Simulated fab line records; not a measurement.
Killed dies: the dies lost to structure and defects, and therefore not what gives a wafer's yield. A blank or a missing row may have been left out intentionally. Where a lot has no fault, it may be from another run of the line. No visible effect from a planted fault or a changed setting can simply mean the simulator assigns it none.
Chamber matching | flow berkeley-cmos170 | rie-diel-03 running UCB170_ZERO_ETCH_06: 4 sister chambers
The step etches SiO2 in CHF3/CF4/Ar, time 12 s. 18 wafers are shown with their chamber, then 9 later ones without.

EACH WAFER AND ITS CHAMBER
wafer  | chamber | throttle-valve-pct (%) | oes-product-au (a.u.)
L074.2 | 1       | 9.06                   | 0.607
L074.5 | 3       | 9.43                   | 0.637
L074.6 | 2       | 9.23                   | 0.616
L076.1 | 2       | 9.23                   | 0.616
L076.4 | 1       | 9.08                   | 0.611
L076.5 | 2       | 9.23                   | 0.621
L078.3 | 1       | 9.08                   | 0.612
L078.4 | 2       | 9.22                   | 0.622
L078.6 | 1       | 9.06                   | 0.608
L080.1 | 2       | 9.24                   | 0.609
L080.3 | 1       | 9.08                   | 0.598
L080.4 | 0       | 9.46                   | 0.618
L085.3 | 0       | 9.46                   | 0.625
L085.5 | 2       | 9.24                   | 0.621
L085.6 | 1       | 9.06                   | 0.611
L090.1 | 3       | 9.43                   | 0.631
L090.5 | 1       | 9.07                   | 0.612
L090.6 | 0       | 9.47                   | 0.621

SIGNATURES, as means of the wafers listed above
reading            | chamber 0 | chamber 1 | chamber 2 | chamber 3 | scatter within a chamber
throttle-valve-pct | 9.4633    | 9.0700    | 9.2317    | 9.4300    | 0.00824
oes-product-au     | 0.62133   | 0.60843   | 0.61750   | 0.63400   | 0.00473
Rule: for a wafer and a chamber, the distance is found by dividing, reading by reading, the gap between the wafer's reading and the chamber's mean by the reading's scatter, squaring, summing and taking the root. The wafer belongs to the nearest chamber; if the next one is less than 2 further off, it can't be placed. The scatter: take each reading less its chamber's mean, square it, sum over the shown wafers, divide by the number of wafers less the number of chambers, and take the root.

WAFERS WITHOUT THEIR CHAMBER
wafer  | throttle-valve-pct (%) | oes-product-au (a.u.)
L091.3 | 9.23                   | 0.618
L091.4 | 9.09                   | 0.612
L091.5 | 9.46                   | 0.622
L094.1 | 9.08                   | 0.620
L094.4 | 9.24                   | 0.626
L094.6 | 9.24                   | 0.620
L097.1 | 9.45                   | 0.636
L097.2 | 9.48                   | 0.621
L097.6 | 9.23                   | 0.611

EACH ONE'S CHAMBER
wafer  | from the rows above     | in truth
L091.3 | 2                       | 2
L091.4 | 1                       | 1
L091.5 | 0                       | 0
L094.1 | 1                       | 1
L094.4 | 2                       | 2
L094.6 | 2                       | 2
L097.1 | can't be placed: 3 or 0 | 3
L097.2 | 0                       | 0
L097.6 | 2                       | 2
Correctly placed: 8 of 9. These rows do not allow placing 1 (true chamber among the candidates in 1). Number placed wrongly: 0.
